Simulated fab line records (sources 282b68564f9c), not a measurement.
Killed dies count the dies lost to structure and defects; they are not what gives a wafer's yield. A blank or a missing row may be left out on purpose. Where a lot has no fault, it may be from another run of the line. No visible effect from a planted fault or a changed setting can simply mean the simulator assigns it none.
fab line records | flow rit-cmos
[record] lots = 5 wafers = 15 last-day = 7
route steps=202 shown SDANNEAL@156 PSD@157 NSD@158 PLDD@159 NLDD@160 SILICIDE@161 CONTACT@168 M1@184
lots with no fault: from the same line, run without faults
start-h: hours from the record's opening day to when the first of the lot's shown wafers began | wait-h: how many hours have passed since the lot's step before this one | " same as the row above | L1.1+2: a row that stands for several wafers | - no value present, or no start provided | * or withheld: withheld | < > ~ a bound
route shown NAME@n: names a module that has steps shown in the file, with the first one's number in the route | usual: mean and standard deviation over wafers with no fault | same: alike in all rows | chamber/n: place in a boat | sites: each site's reading | _std_site: how widely they spread, as a standard deviation | _edge_site: the outer-site mean with the inner-site mean subtracted | radius-mm: for every site, how far away it sits from the centre of the wafer | mask NAME#n: copy n | behind: the tool/chamber that last shaped the wafer | hold: why the lot was held/for how many hours/how that ended | device: the transistor (n, p or np) that didn't switch | end of line: the route-end tests of the same wafers | step lacking rows: just its recipe | killed: at the first sort, the dies lost to defects and structure; wafer yield is something else | map: a wafer's dies, x killed, . not, _ none there
set.NAME: setting as actually run; set.NAME@STEP: the setting as run at that earlier step | model.NAME: the simulator's own value behind a step, which no gauge read
lots at selected steps of the route; one table per step, one row per wafer
services: when a tool's chamber went out of use (start-h, in hours from the record's first day, below 0 if earlier), for how many hours, and the reason
[[steps]]
[step RIT_SDANNEAL_RTA_03]
[recipe] temp-c = 1050 time-s = 5 idle-temp-c = 600 ramp-up-c-per-s = 342 ramp-down-c-per-s = 171 cool-to-c = 600 ambient = N2
[step RIT_SDANNEAL_RS_MEAS_04]
[recipe] thk-meas-gauge = four-point-probe
[usual] PSD_RS = 115.68/0.28
// columns lot.wafer tool chamber start-h wait-h PSD_RS[ohm/sq]
L367.1 film-metro-03 - 69.08 0.0 115.58
L367.3 " - " " 115.96
L367.5 " - " " 115.54
L370.2 film-metro-02 - 81.28 0.1 115.66
L370.4 " - " " 115.83
L370.5 " - " " 115.91
L377.3 film-metro-04 - 116.51 0.1 115.70
L377.5 " - " " 115.67
L377.6 " - " " 115.97
L379.1 film-metro-02 - 128.27 0.0 115.93
L379.2 " - " " 115.65
L379.5 " - " " 115.78
L384.4 film-metro-04 - 154.28 0.1 115.27
L384.5 " - " " 115.63
L384.6 " - " " 115.63
[step RIT_SDANNEAL_RS_MEAS_05]
[recipe] thk-meas-gauge = four-point-probe
[usual] NSD_RS = 84.5/0.34
// columns lot.wafer tool chamber start-h wait-h NSD_RS[ohm/sq]
L367.1 film-metro-03 - 69.20 0.1 84.6
L367.3 " - " " 84.4
L367.5 " - " " 84.2
L370.2 film-metro-02 - 81.40 0.1 83.8
L370.4 " - " " 84.0
L370.5 " - " " 84.0
L377.3 film-metro-04 - 116.63 0.1 84.3
L377.5 " - " " 84.0
L377.6 " - " " 84.3
L379.1 film-metro-02 - 128.39 0.1 84.1
L379.2 " - " " 84.5
L379.5 " - " " 84.1
L384.4 film-metro-04 - 154.40 0.1 84.8
L384.5 " - " " 84.8
L384.6 " - " " 85.2
[step RIT_SDANNEAL_RS_MEAS_06]
[recipe] thk-meas-gauge = four-point-probe
[usual] PLDD_RS = 178.6/0.45
// columns lot.wafer tool chamber start-h wait-h PLDD_RS[ohm/sq]
L367.1 film-metro-03 - 69.32 0.1 178.8
L367.3 " - " " 178.8
L367.5 " - " " 178.5
L370.2 film-metro-02 - 81.52 0.1 178.4
L370.4 " - " " 178.6
L370.5 " - " " 178.5
L377.3 film-metro-04 - 116.75 0.1 178.8
L377.5 " - " " 178.7
L377.6 " - " " 179.2
L379.1 film-metro-02 - 128.51 0.1 179.0
L379.2 " - " " 179.8
L379.5 " - " " 179.4
L384.4 film-metro-04 - 154.52 0.1 177.3
L384.5 " - " " 177.6
L384.6 " - " " 177.6
[step RIT_SDANNEAL_RS_MEAS_07]
[recipe] thk-meas-gauge = four-point-probe
[usual] NLDD_RS = 151.5/0.45
// columns lot.wafer tool chamber start-h wait-h NLDD_RS[ohm/sq]
L367.1 film-metro-03 - 69.44 0.1 151.5
L367.3 " - " " 151.6
L367.5 " - " " 152.2
L370.2 film-metro-02 - 81.64 0.1 151.2
L370.4 " - " " 151.2
L370.5 " - " " 150.8
L377.3 film-metro-04 - 116.87 0.1 151.0
L377.5 " - " " 151.2
L377.6 " - " " 151.7
L379.1 film-metro-02 - 128.63 0.1 151.8
L379.2 " - " " 152.3
L379.5 " - " " 151.3
L384.4 film-metro-04 - 154.64 0.1 151.7
L384.5 " - " " 151.4
L384.6 " - " " 152.0
[step RIT_SILICIDE_WET_ETCH_00]
[recipe] chemistry = BOE target = SiO2 target-depth-nm = 14 time-s = 15 dry = n2-spin dilution = 10:1 temp-c = 21.5
[step RIT_SILICIDE_SPUTTER_01]
[recipe] material = Ti target-thk-nm = 30 power-w = 350 chamber-pressure-pa = 0.667 gas = Ar time-s = 240 substrate-temp-c = 25
[step RIT_SILICIDE_RS_MEAS_02]
[recipe] thk-meas-gauge = four-point-probe reads = Ti_of_SILICIDE_SPUTTER_01
[usual] SILICIDE_TI_RS = 47.6/0.53
// columns lot.wafer tool chamber start-h wait-h SILICIDE_TI_RS[ohm/sq]
L367.1 film-metro-01 - 69.72 0.1 48.3
L367.3 " - " " 48.8
L367.5 " - " " 48.5
L370.2 film-metro-04 - 81.93 0.1 48.1
L370.4 " - " " 48.1
L370.5 " - " " 47.7
L377.3 film-metro-02 - 117.15 0.1 47.6
L377.5 " - " " 47.2
L377.6 " - " " 47.4
L379.1 film-metro-01 - 128.91 0.1 46.9
L379.2 " - " " 46.4
L379.5 " - " " 46.9
L384.4 film-metro-02 - 154.94 0.1 47.2
L384.5 " - " " 47.1
L384.6 " - " " 47.3
[step RIT_SILICIDE_THK_MEAS_03]
[recipe] thk-meas-gauge = xrf reads = Ti_of_SILICIDE_SPUTTER_01
[usual] SILICIDE_TI_THK = 30.6/0.32
// columns lot.wafer tool chamber start-h wait-h SILICIDE_TI_THK[nm]
L367.1 film-metro-01 - 69.84 0.1 30.0
L367.3 " - " " 29.8
L367.5 " - " " 30.1
L370.2 film-metro-04 - 82.04 0.1 30.3
L370.4 " - " " 30.3
L370.5 " - " " 30.5
L377.3 film-metro-02 - 117.25 0.1 30.6
L377.5 " - " " 30.9
L377.6 " - " " 30.7
L379.1 film-metro-01 - 129.03 0.1 31.0
L379.2 " - " " 31.3
L379.5 " - " " 30.9
L384.4 film-metro-02 - 155.03 0.1 30.9
L384.5 " - " " 31.0
L384.6 " - " " 30.8
[step RIT_SILICIDE_RTA_04]
[recipe] temp-c = 650 time-s = 10 idle-temp-c = 25 ramp-up-s = 5 ramp-down-s = 5 cool-to-c = 25 ambient = N2
[usual] wafer_temp_C_max = 652.3/0.64
// columns lot.wafer tool chamber start-h wait-h wafer_temp_C_max
L367.1 rtp-anneal-01 0 69.90 0.1 652.7
L367.3 " 0 " " 652.3
L367.5 " 0 " " 651.9
L370.2 rtp-anneal-02 0 82.10 0.1 652.2
L370.4 " 0 " " 653.9
L370.5 " 0 " " 652.4
L377.3 rtp-anneal-01 0 117.31 0.1 652.2
L377.5 " 0 " " 652.0
L377.6 " 0 " " 651.6
L379.1 rtp-anneal-01 0 129.09 0.1 652.1
L379.2 " 0 " " 651.6
L379.5 " 0 " " 651.0
L384.4 rtp-anneal-02 0 155.09 0.1 652.6
L384.5 " 0 " " 652.3
L384.6 " 0 " " 652.3
[step RIT_SILICIDE_WET_ETCH_05]
[recipe] chemistry = SPM target = Ti temp-c = 90 time-s = 120 dry = n2-spin
[step RIT_SILICIDE_RTA_06]
[recipe] temp-c = 750 time-s = 10 idle-temp-c = 25 ramp-up-s = 5 ramp-down-s = 10 cool-to-c = 25 ambient = N2
[usual] wafer_temp_C_max = 752.9/0.86
// columns lot.wafer tool chamber start-h wait-h wafer_temp_C_max
L367.1 rtp-anneal-02 0 70.01 0.0 753.3
L367.3 " 0 " " 754.1
L367.5 " 0 " " 754.6
L370.2 rtp-anneal-01 0 82.21 0.0 752.0
L370.4 " 0 " " 751.9
L370.5 " 0 " " 753.2
L377.3 rtp-anneal-02 0 117.42 0.0 754.1
L377.5 " 0 " " 754.5
L377.6 " 0 " " 754.4
L379.1 rtp-anneal-02 0 129.20 0.0 753.7
L379.2 " 0 " " 754.8
L379.5 " 0 " " 754.2
L384.4 rtp-anneal-01 0 155.24 0.0 752.0
L384.5 " 0 " " 752.1
L384.6 " 0 " " 752.5
[step RIT_CONTACT_CVD_00]
[recipe] material = SiO2 target-thk-nm = 400 precursor = TEOS temp-c = 390 time-s = 61 rf-w = 412.9
[usual] heater-power-w = 318/65
// columns lot.wafer tool chamber start-h wait-h heater-power-w
L367.1 pecvd-02 0 70.08 0.1 261
L367.3 " 1 " " 240
L367.5 " 0 " " 263
L370.2 pecvd-02 0 82.27 0.0 275
L370.4 " 1 " " 267
L370.5 " 0 " " 279
L377.3 pecvd-03 0 117.46 0.0 207
L377.5 " 2 " " 427
L377.6 " 0 " " 225
L379.1 pecvd-02 0 129.27 0.1 234
L379.2 " 1 " " 238
L379.5 " 1 " " 258
L384.4 pecvd-01 1 155.30 0.0 257
L384.5 " 2 " " 351
L384.6 " 0 " " 306
[step RIT_CONTACT_THK_MEAS_01]
[recipe] reads = SiO2_of_CONTACT_CVD_00
[usual] CONTACT_TEOS_THK = 404/4.7
// columns lot.wafer tool chamber start-h wait-h CONTACT_TEOS_THK[nm]
L367.1 film-metro-04 - 70.13 0.0 396
L367.3 " - " " 403
L367.5 " - " " 410
L370.2 film-metro-01 - 82.33 0.0 396
L370.4 " - " " 406
L370.5 " - " " 404
L377.3 film-metro-04 - 117.53 0.0 402
L377.5 " - " " 410
L377.6 " - " " 407
L379.1 film-metro-01 - 129.32 0.0 396
L379.2 " - " " 399
L379.5 " - " " 403
L384.4 film-metro-03 - 155.36 0.0 403
L384.5 " - " " 403
L384.6 " - " " 405
[step RIT_CONTACT_HMDS_02]
[recipe] prime-time-s = 60 prime-temp-c = 140
[step RIT_CONTACT_COAT_03]
[recipe] resist = NOVOLAK spin-rpm = 3250 resist-thk-nm = 1000
[step RIT_CONTACT_SOFTBAKE_04]
[recipe] resist = NOVOLAK temp-c = 90 time-s = 60
[step RIT_CONTACT_EXPOSE_05]
[recipe] mask-id = M11 na = 0.6 source-shape = conventional sigma-outer = 0.5 target-cd-nm = 1000 dose-mj = 250
[step RIT_CONTACT_PEB_06]
[recipe] resist = NOVOLAK temp-c = withheld time-s = withheld
[step RIT_CONTACT_DEVELOP_07]
[recipe] resist = NOVOLAK develop-time-s = 120 dev-temp-c = 23
[step RIT_CONTACT_CD_MEAS_08]
[recipe] target-cd-nm = 1000
[usual] cd-nm = 1000.1/2.3
// columns lot.wafer tool chamber start-h wait-h cd-nm
L367.1 cd-sem-01 - 71.16 - 1004.0
L367.3 " - " " 1003.3
L367.5 " - " " 1002.9
L370.2 cd-sem-02 - 83.49 - 1000.7
L370.4 " - " " 998.6
L370.5 " - " " 1000.5
L377.3 cd-sem-01 - 118.78 - 998.8
L377.5 " - " " 1001.6
L377.6 " - " " 1000.7
L379.1 cd-sem-02 - 130.34 - 999.0
L379.2 " - " " 999.2
L379.5 " - " " 1000.6
L384.4 cd-sem-01 - 156.54 - 998.0
L384.5 " - " " 999.0
L384.6 " - " " 998.1
[step RIT_CONTACT_OVL_MEAS_09]
[usual] CONTACT_OVL = 0.7/1.3
// columns lot.wafer tool chamber start-h wait-h CONTACT_OVL[nm]
L367.1 overlay-01 - 71.28 0.1 1.4
L367.3 " - " " 2.0
L367.5 " - " " 3.0
L370.2 overlay-02 - 83.59 0.1 1.0
L370.4 " - " " 2.9
L370.5 " - " " -0.4
L377.3 overlay-02 - 118.87 0.1 -0.6
L377.5 " - " " -1.4
L377.6 " - " " 1.4
L379.1 overlay-02 - 130.46 0.1 2.4
L379.2 " - " " 2.1
L379.5 " - " " 0.8
L384.4 overlay-01 - 156.62 0.1 -2.0
L384.5 " - " " -1.2
L384.6 " - " " 0.3
[step RIT_CONTACT_HARDBAKE_10]
[recipe] resist = NOVOLAK temp-c = 140 time-s = 60
[step RIT_CONTACT_ETCH_11]
[recipe] target-depth-a = 4800 over-etch-frac = 0.2 stop-on = TiSi2 chemistry = CHF3/CF4/Ar target = SiO2 CHF3_flow_sccm = 50 cf4-flow-sccm = 10 Ar_flow_sccm = 100 O2_flow_sccm = 5 pressure-mtorr = 100 rf-w = 200 time-s = 315.2
[usual] cf4-flow-sccm = 10.002/0.027 drypump-motor-current-A = 5.8/0.38 oes-product-au = 0.991/0.014 throttle-valve-pct = 8.88/0.15
[same] over-etch-frac = 0.2
// columns lot.wafer tool chamber start-h wait-h cf4-flow-sccm drypump-motor-current-A oes-product-au rf-hours-counter-h throttle-valve-pct
L367.1 rie-diel-01 1 71.46 0.1 9.977 6.1 0.993 161 9.06
L367.3 " 0 " " 9.963 5.1 0.987 152 8.80
L367.5 " 0 " " 9.979 5.1 0.988 - 8.81
L370.2 rie-diel-01 3 83.77 0.1 10.005 5.8 0.954 41 8.76
L370.4 " 1 " " 9.988 6.1 0.998 161 9.05
L370.5 " 0 " " 10.006 5.1 0.998 - 8.81
L377.3 rie-diel-01 2 119.05 0.1 10.034 5.5 0.989 124 8.76
L377.5 " 3 " " 10.045 5.8 0.962 - 8.75
L377.6 " 0 " " 9.993 5.1 1.002 - 8.80
L379.1 rie-diel-04 3 130.78 0.1 10.002 6.6 0.989 93 9.20
L379.2 " 1 " " 9.963 5.8 1.015 10 8.88
L379.5 " 1 " " 10.019 5.8 1.014 - 8.87
L384.4 rie-diel-01 2 156.78 0.1 10.002 5.6 0.993 125 8.77
L384.5 " 3 " " 10.009 5.8 0.964 - 8.75
L384.6 " 2 " " 9.996 5.6 1.001 - 8.75
[step RIT_CONTACT_STRIP_12]
[recipe] chemistry = O2 time-s = 180 resist = NOVOLAK platen-temp-c = withheld power-w = 500 pressure-mtorr = 4000 o2-flow-sccm = 4000
[step RIT_CONTACT_CD_MEAS_90]
[recipe] target-cd-nm = 1000
[usual] cd-nm = 1000.1/2.3
// columns lot.wafer tool chamber start-h wait-h cd-nm
L367.1 cd-sem-02 - 71.83 0.1 1004.1
L367.3 " - " " 1003.4
L367.5 " - " " 1002.8
L370.2 cd-sem-02 - 84.16 0.1 1000.7
L370.4 " - " " 998.8
L370.5 " - " " 1000.6
L377.3 cd-sem-01 - 119.46 0.1 998.7
L377.5 " - " " 1001.1
L377.6 " - " " 1000.8
L379.1 cd-sem-02 - 131.15 0.1 999.5
L379.2 " - " " 999.3
L379.5 " - " " 1000.8
L384.4 cd-sem-02 - 157.21 0.1 998.0
L384.5 " - " " 999.1
L384.6 " - " " 998.5
[step RIT_CONTACT_CLEAN_13]
[recipe] chemistry = SC1 mix = 3:3:50 time-s = 600 temp-c = 75
[step RIT_CONTACT_CLEAN_14]
[recipe] chemistry = SC2 mix = 3:3:50 time-s = 600 temp-c = 75 dry = n2-spin
[step RIT_M1_SPUTTER_00]
[recipe] material = Al target-thk-nm = 400 power-w = 2000 chamber-pressure-pa = 0.4 gas = Ar time-s = 500 substrate-temp-c = 25
[usual] throttle-valve-pct = 30.4/1.2
// columns lot.wafer tool chamber start-h wait-h throttle-valve-pct
L367.1 pvd-sputter-01 - 72.33 0.0 30.5
L367.3 " - " " 29.4
L367.5 " - " " 29.4
L370.2 pvd-sputter-04 - 84.63 0.0 29.1
L370.4 " - " " 32.3
L370.5 " - " " 30.2
L377.3 pvd-sputter-01 - 119.90 0.0 30.7
L377.5 " - " " 31.8
L377.6 " - " " 29.5
L379.1 pvd-sputter-01 - 131.62 0.0 30.6
L379.2 " - " " 29.1
L379.5 " - " " 31.6
L384.4 pvd-sputter-04 - 157.62 0.0 29.0
L384.5 " - " " 32.2
L384.6 " - " " 31.1
[step RIT_M1_RS_MEAS_01]
[recipe] thk-meas-gauge = four-point-probe reads = Al_of_M1_SPUTTER_00
[usual] M1_AL_RS = 0.0732/0.00065
// columns lot.wafer tool chamber start-h wait-h M1_AL_RS[ohm/sq]
L367.1 film-metro-02 - 72.63 0.1 0.0740
L367.3 " - " " 0.0741
L367.5 " - " " 0.0744
L370.2 film-metro-04 - 84.94 0.2 0.0729
L370.4 " - " " 0.0733
L370.5 " - " " 0.0731
L377.3 film-metro-03 - 120.24 0.2 0.0734
L377.5 " - " " 0.0734
L377.6 " - " " 0.0732
L379.1 film-metro-04 - 131.91 0.1 0.0736
L379.2 " - " " 0.0739
L379.5 " - " " 0.0738
L384.4 film-metro-02 - 157.98 0.2 0.0737
L384.5 " - " " 0.0737
L384.6 " - " " 0.0733
[step RIT_M1_THK_MEAS_02]
[recipe] thk-meas-gauge = xrf reads = Al_of_M1_SPUTTER_00
[usual] M1_AL_THK = 401/4
// columns lot.wafer tool chamber start-h wait-h M1_AL_THK[nm]
L367.1 film-metro-02 - 72.75 0.1 399
L367.3 " - " " 396
L367.5 " - " " 397
L370.2 film-metro-04 - 85.05 0.1 403
L370.4 " - " " 401
L370.5 " - " " 405
L377.3 film-metro-03 - 120.34 0.1 397
L377.5 " - " " 395
L377.6 " - " " 397
L379.1 film-metro-04 - 132.03 0.1 402
L379.2 " - " " 399
L379.5 " - " " 399
L384.4 film-metro-02 - 158.07 0.1 399
L384.5 " - " " 401
L384.6 " - " " 404
[step RIT_M1_HMDS_03]
[recipe] prime-time-s = 60 prime-temp-c = 140
[step RIT_M1_COAT_04]
[recipe] resist = NOVOLAK spin-rpm = 2000 resist-thk-nm = 1300
[step RIT_M1_SOFTBAKE_05]
[recipe] resist = NOVOLAK temp-c = 90 time-s = 60
[step RIT_M1_EXPOSE_06]
[recipe] mask-id = M12 na = 0.6 source-shape = conventional sigma-outer = 0.5 target-cd-nm = 2600 dose-mj = 250
[step RIT_M1_PEB_07]
[recipe] resist = NOVOLAK temp-c = withheld time-s = withheld
[step RIT_M1_DEVELOP_08]
[recipe] resist = NOVOLAK develop-time-s = 68 dev-temp-c = 23
[step RIT_M1_CD_MEAS_09]
[recipe] target-cd-nm = 2600
[usual] cd-nm = 2599.7/2.3
// columns lot.wafer tool chamber start-h wait-h cd-nm
L367.1 cd-sem-01 - 73.69 - 2600.1
L367.3 " - " " 2601.0
L367.5 " - " " 2597.5
L370.2 cd-sem-01 - 86.00 - 2600.3
L370.4 " - " " 2600.6
L370.5 " - " " 2601.6
L377.3 cd-sem-01 - 121.47 - 2597.3
L377.5 " - " " 2595.7
L377.6 " - " " 2593.6
L379.1 cd-sem-01 - 133.09 - 2598.5
L379.2 " - " " 2597.4
L379.5 " - " " 2598.7
L384.4 cd-sem-01 - 159.04 - 2603.5
L384.5 " - " " 2602.5
L384.6 " - " " 2604.7
[step RIT_M1_OVL_MEAS_10]
[usual] M1_OVL = 0.4/1.3
// columns lot.wafer tool chamber start-h wait-h M1_OVL[nm]
L367.1 overlay-02 - 73.81 0.1 1.6
L367.3 " - " " -0.3
L367.5 " - " " 0.0
L370.2 overlay-02 - 86.11 0.1 0.3
L370.4 " - " " 1.7
L370.5 " - " " 0.9
L377.3 overlay-01 - 121.56 0.1 -1.9
L377.5 " - " " -1.6
L377.6 " - " " -0.7
L379.1 overlay-01 - 133.21 0.1 -1.9
L379.2 " - " " -0.3
L379.5 " - " " 0.7
L384.4 overlay-01 - 159.12 0.1 -0.9
L384.5 " - " " 2.6
L384.6 " - " " 2.2
[step RIT_M1_HARDBAKE_11]
[recipe] resist = NOVOLAK temp-c = 140 time-s = 120
[step RIT_M1_METAL_ETCH_12]
[recipe] stop-on = SiO2 chemistry = Cl2/BCl3 target = Al time-s = 165 over-etch-frac = 0.4726 pressure-mtorr = 100 target-depth-a = 6000 rf-w = 250 Cl2_flow_sccm = 60 bcl3-flow-sccm = 50
[usual] drypump-motor-current-A = 5.5/0.53 oes-product-au = 0.790/0.01 throttle-valve-pct = 8.27/0.11
[same] over-etch-frac = 0.4726
// columns lot.wafer tool chamber start-h wait-h drypump-motor-current-A oes-product-au rf-hours-counter-h throttle-valve-pct
L367.1 rie-metal-03 1 74.09 0.2 6.0 0.797 39 8.44
L367.3 " 0 " " 4.9 0.776 - 8.35
L367.5 " 1 " " 6.0 0.791 - 8.44
L370.2 rie-metal-03 1 86.39 0.2 6.0 0.802 39 8.44
L370.4 " 1 " " 6.0 0.792 - 8.43
L370.5 " 0 " " 4.9 0.775 - 8.36
L377.3 rie-metal-01 1 121.89 0.2 5.1 0.799 - 8.15
L377.5 " 1 " " 5.1 0.783 - 8.13
L377.6 " 0 " " 6.1 0.788 - 8.33
L379.1 rie-metal-03 0 133.50 0.2 4.9 0.771 36 8.36
L379.2 " 1 " " 6.0 0.805 40 8.43
L379.5 " 1 " " 6.0 0.798 - 8.43
L384.4 rie-metal-03 1 159.44 0.1 6.0 0.783 - 8.45
L384.5 " 1 " " 6.0 0.781 - 8.44
L384.6 " 0 " " 4.9 0.772 - 8.36
[step RIT_M1_STRIP_13]
[recipe] chemistry = nmp resist = NOVOLAK temp-c = 80 time-s = 600 dry = n2-spin
[step RIT_M1_PROBE_99]
[usual] killed_at_M0_to_M3 = 0.0/0.083 killed-at-contacts = 0.1/0.27 killed-at-front-end = 6.7/2.9 killed-dies = 6.7/2.9 killed-on-rim = 1.8/1.4 killed-open = 3.4/1.8 killed-short = 3.3/2.2
[same] gross-dies = 264 killed_at_M4_up = 0 killed-at-back-side = 0 killed-at-other = 0
// columns lot.wafer tool chamber start-h wait-h killed_at_M0_to_M3 killed-at-contacts killed-at-front-end killed-dies killed-on-rim killed-open killed-short
L367.1 prober-01 - 76.35 0.1 1 0 10 11 5 6 5
L367.3 prober-01 - 76.45 0.2 0 0 7 7 3 2 5
L367.5 prober-01 - 76.55 0.2 0 0 4 4 1 1 3
L370.2 prober-02 - 89.77 0.1 0 0 12 12 6 4 8
L370.4 prober-02 - 89.87 0.2 0 0 9 9 2 5 4
L370.5 prober-02 - 89.92 0.2 0 0 6 6 2 3 3
L377.3 prober-02 - 125.15 0.2 0 0 4 4 3 1 3
L377.5 prober-02 - 125.25 0.2 0 0 8 8 3 4 4
L377.6 prober-02 - 125.30 0.2 0 0 13 13 2 8 5
L379.1 prober-02 - 135.75 0.1 0 30 6 36 9 3 3
L379.2 prober-02 - 135.80 0.1 0 0 8 8 3 3 5
L379.5 prober-02 - 135.95 0.2 0 0 9 9 0 7 2
L384.4 prober-01 - 161.99 0.2 0 0 11 11 1 8 3
L384.5 prober-01 - 162.04 0.2 0 0 5 5 1 2 3
L384.6 prober-01 - 162.09 0.2 0 0 3 3 1 2 1
// killed by level:class
L367.1 SILICIDE:geometric-particle:open=3 GATE:geometric-particle:short=2 GATE:geometric-particle:open=2 FOX1:geometric-particle:open=1 SPACER:geometric-particle:short=1 SILICIDE:geometric-particle:short=1 M1:geometric-particle:short=1
L367.3 GATE:geometric-particle:short=2 SPACER:geometric-particle:open=1 FOX2:geometric-particle:short=1 REOX:geometric-particle:short=1 SPACER:geometric-particle:short=1 SILICIDE:geometric-particle:open=1
L367.5 GATE:geometric-particle:short=2 SPACER:geometric-particle:short=1 SILICIDE:geometric-particle:open=1
L370.2 GATE:geometric-particle:short=3 GATE:geometric-particle:open=2 FOX1:geometric-particle:short=1 FOX1:geometric-particle:open=1 FOX2:geometric-particle:short=1 REOX:geometric-particle:open=1 REOX:geometric-particle:short=1 SPACER:geometric-particle:short=1
L370.4 GATE:geometric-particle:open=3 GATE:geometric-particle:short=2 FOX2:geometric-particle:short=1 REOX:geometric-particle:open=1 REOX:geometric-particle:short=1 SILICIDE:geometric-particle:open=1
L370.5 GATE:geometric-particle:open=3 GATE:geometric-particle:short=2 REOX:geometric-particle:short=1
L377.3 SPACER:geometric-particle:short=3 REOX:geometric-particle:open=1
L377.5 FOX2:geometric-particle:short=3 FOX1:geometric-particle:open=2 FOX1:geometric-particle:short=1 GATE:geometric-particle:open=1 SPACER:geometric-particle:open=1
L377.6 FOX1:geometric-particle:open=5 REOX:geometric-particle:short=2 SPACER:geometric-particle:short=2 SPACER:geometric-particle:open=2 FOX2:geometric-particle:short=1 GATE:geometric-particle:open=1
L379.1 CONTACT:unspecified=30 FOX1:geometric-particle:short=2 FOX2:geometric-particle:open=1 GATE:geometric-particle:open=1 SILICIDE:geometric-particle:open=1 SILICIDE:geometric-particle:short=1
L379.2 GATE:geometric-particle:short=2 REOX:geometric-particle:open=2 FOX1:geometric-particle:short=1 REOX:geometric-particle:short=1 SPACER:geometric-particle:open=1 SILICIDE:geometric-particle:short=1
L379.5 FOX1:geometric-particle:open=3 GATE:geometric-particle:open=2 GATE:geometric-particle:short=2 SILICIDE:geometric-particle:open=2
L384.4 GATE:geometric-particle:open=3 FOX1:geometric-particle:open=2 SPACER:geometric-particle:open=2 FOX1:geometric-particle:short=1 GATE:geometric-particle:short=1 REOX:geometric-particle:open=1 SPACER:geometric-particle:short=1
L384.5 FOX1:geometric-particle:short=2 GATE:geometric-particle:open=1 SPACER:geometric-particle:short=1 SILICIDE:geometric-particle:open=1
L384.6 SPACER:geometric-particle:short=1 SPACER:geometric-particle:open=1 SILICIDE:geometric-particle:open=1
// map L379.1 (x killed, . not)
________.x...xx_______
_____.......xxxxxx____
____........xxxxxx.___
___.........xxxxxxx.__
__..........xxxxxx..._
__...........xx..x..._
_........x............
_.....................
_.........x...........
_.....................
__..................._
__.......x..........._
___............x....__
____.......x.......___
_____.............____
________......._______
// map L367.1 (x killed, . not)
________.x....x_______
_____.............____
____x......x.......___
___.................__
__..................._
__..................._
_.....................
_.....................
_.....................
_.....................
__............xx....._
__..........x........_
___..............x..__
____x..............___
_____....x........____
________..x...._______
[[services]]
// columns tool chamber start-h hours kind
rtp-anneal-02 - 51.47 4.8 pm
rie-diel-01 - 63.98 0.3 repair
rie-diel-01 3 70.58 8.1 repair
rie-metal-03 - 79.68 0.8 repair
rie-diel-01 1 91.33 - clean
rie-diel-01 1 91.33 33.3 scheduled-down
rie-diel-01 1 91.33 33.3 vent-cycle
pecvd-02 2 107.85 11.2 repair
rie-metal-03 - 114.90 0.3 repair
rie-diel-01 3 119.73 3.9 repair
pecvd-02 2 121.51 5.9 repair
rie-metal-03 - 125.77 1.9 repair
rie-diel-01 0 135.58 - clean
rie-diel-01 0 135.58 19.6 scheduled-down
rie-diel-01 0 135.58 19.6 vent-cycle
rie-metal-03 - 136.12 20.0 pm
rie-metal-03 0 136.12 20.0 vent-cycle
rie-metal-03 1 136.12 20.0 vent-cycle
rie-diel-04 0 141.71 13.2 repair
rie-diel-01 1 144.43 3.3 repair
rie-metal-03 0 156.12 - clean
rie-metal-03 1 156.12 - clean
pecvd-01 0 156.42 16.2 repair
pvd-sputter-01 - 157.73 6.7 repair
[[key]]
[first-sign] step = RIT_M1_PROBE_99 reading = killed-at-contacts direction = up sigmas = 30 usual = 0.1 struck = 30
[effect] step = RIT_M1_PROBE_99 reading = killed-dies direction = up sigmas = 10 usual = 6.7 struck = 36
met-at RIT_CONTACT_CVD_00
struck-wafers L379.1
tester-left-out L379
onset-between 82.27 129.27
[fault] kind = chamber-particle-source tool = pecvd-02 chamber = 0 onset-h = 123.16 steps = RIT_CONTACT_CVD_00 rate-per-visit-cm2 = 1.3823 end-h = 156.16
// tester-left-out: of these lots the tester's yield and bins aren't shown, on N5 and GAA mostly nor the transistor test; their killed dies are dies lost to structure and defects alone, not to doping, threshold or leakage, so they don't give the yield
